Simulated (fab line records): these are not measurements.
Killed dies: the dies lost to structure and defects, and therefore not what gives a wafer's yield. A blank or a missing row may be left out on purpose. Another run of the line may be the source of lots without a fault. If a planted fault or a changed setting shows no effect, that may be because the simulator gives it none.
fab line records    flow rit_cmos
[record] lots = 14  wafers = 42  last_day = 8
route steps=202 shown PLDD@119
lots that met no fault: from a run of the same line without faults
start_h: hours from the record's first day to the start of the lot's first wafer shown    wait_h: hours from the lot's prior step to this one    " same as the row above    L1.1+2: a row that stands for several wafers    - either no value or no given start    * or withheld: withheld    < > ~ a bound
route shown NAME@n: NAME is a module with steps in the file, n the number in the route of the first one    usual: mean/standard deviation of fault-free wafers    same: alike in all rows    chamber/n: place in a boat    sites: each site's reading    _std_site: their standard deviation    _edge_site: outer sites' mean less inner sites'    radius_mm: for every site, how far away it sits from the centre of the wafer    mask NAME#n: copy n    behind: the last tool/chamber to shape the wafer    hold: the reason the lot was held/the length of the hold in hours/how it ended    device: the n, p or np transistor that did not switch    end of line: the same wafers' tests at the end of the route    step lacking rows: just its recipe    killed: dies that structure and defects cost at the first sort, which is not the same as the wafer's yield    map: per-die view of a wafer (x killed, . not killed, _ where there is no die)
set.NAME: the setting the step ran with; set.NAME@STEP: the setting that earlier step ran with    model.NAME: the simulator's own value behind a step, which no gauge read
the route's steps for a sample of lots (tables are steps, rows are wafers)
[[steps]]
[step RIT_PLDD_DEVELOP_05]
[recipe] resist = NOVOLAK  develop_time_s = 50  dev_temp_c = 23
[usual] chill_plate_temp_C = 23.00/0.1  develop_time_s = 50/0  exhaust_pa = 44.9/0.91
lot.wafer  tool            chamber  start_h  wait_h  chill_plate_temp_C  develop_time_s  exhaust_pa
L304.1     litho_track-01  0        66       -       22.95               50              44.4
L304.4     "               0        67       -       23.00               50              43.6
L304.5     "               0        "        "       22.95               50              43.2
L305.2     litho_track-03  0        69       -       22.90               50              44.8
L305.3     "               0        "        "       22.96               50              43.6
L305.5     "               0        "        "       23.04               50              44.6
L308.1     litho_track-01  0        81       -       23.02               50              46.8
L308.2     "               0        "        "       23.00               50              44.6
L308.4     "               0        "        "       23.04               50              45.5
L309.1     litho_track-03  0        87       -       23.02               50              45.7
L309.3     "               0        "        "       23.20               50              46.5
L309.6     "               0        "        "       23.14               50              45.4
L310.1     litho_track-04  0        94       -       23.05               50              44.3
L310.2     "               0        "        "       23.00               50              45.1
L310.4     "               0        "        "       23.04               50              44.7
L312.3     litho_track-04  0        100      -       22.95               50              43.8
L312.4     "               0        "        "       22.81               50              44.7
L312.5     "               0        "        "       22.95               50              45.2
L313.1     litho_track-03  0        107      -       22.94               50              46.7
L313.3     "               0        "        "       22.94               50              45.2
L313.6     "               0        "        "       22.86               50              46.6
L314.1     litho_track-03  -        109      -       -                   -               -
L314.3     "               -        "        "       -                   -               -
L314.4     "               -        "        "       -                   -               -
L315.2     litho_track-03  -        114      -       -                   -               -
L315.4     "               -        "        "       -                   -               -
L315.5     "               -        "        "       -                   -               -
L320.3     litho_track-03  0        144      -       23.03               50              45.1
L320.4     "               0        "        "       22.99               50              43.2
L320.5     "               0        "        "       22.92               50              44.5
L321.1     litho_track-03  0        147      -       22.93               50              43.6
L321.2     "               0        "        "       22.86               50              44.5
L321.3     "               0        "        "       23.10               50              44.5
L323.2     litho_track-04  0        155      -       23.14               50              44.2
L323.5     "               0        "        "       23.11               50              42.0
L323.6     "               0        "        "       23.11               50              44.9
L324.3     litho_track-01  0        160      -       22.89               50              45.7
L324.4     "               0        "        "       23.08               50              46.0
L324.5     "               0        "        "       22.97               50              44.7
L325.1     litho_track-01  0        167      -       22.90               50              45.2
L325.2     "               0        "        "       23.09               50              45.7
L325.3     "               0        "        "       23.00               50              45.9
[[key]]
[first_sign] step = RIT_PLDD_DEVELOP_05  reading = tool_record  direction = missing
effect none on later readings
met_at RIT_PLDD_DEVELOP_05
struck_lots L314,L315
sort_left_out L314.1,L314.3,L314.4,L315.2,L315.4,L315.5
tester_left_out L314,L315
onset_between 107 109
[fault] kind = skipped_step_whole  tool = litho_track-03  chamber = -  onset_h = 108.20  steps = RIT_PLDD_DEVELOP_05  scope = struck_lots_only
// tester_left_out: of these lots the tester's yield and bins aren't shown, on N5 and GAA mostly nor the transistor test; their killed dies are dies lost to structure and defects alone, not to doping, threshold or leakage, so they don't give the yield
// sort_left_out: the simulated sort isn't trusted on such a fault, so these wafers' sort isn't shown, and their yield isn't known
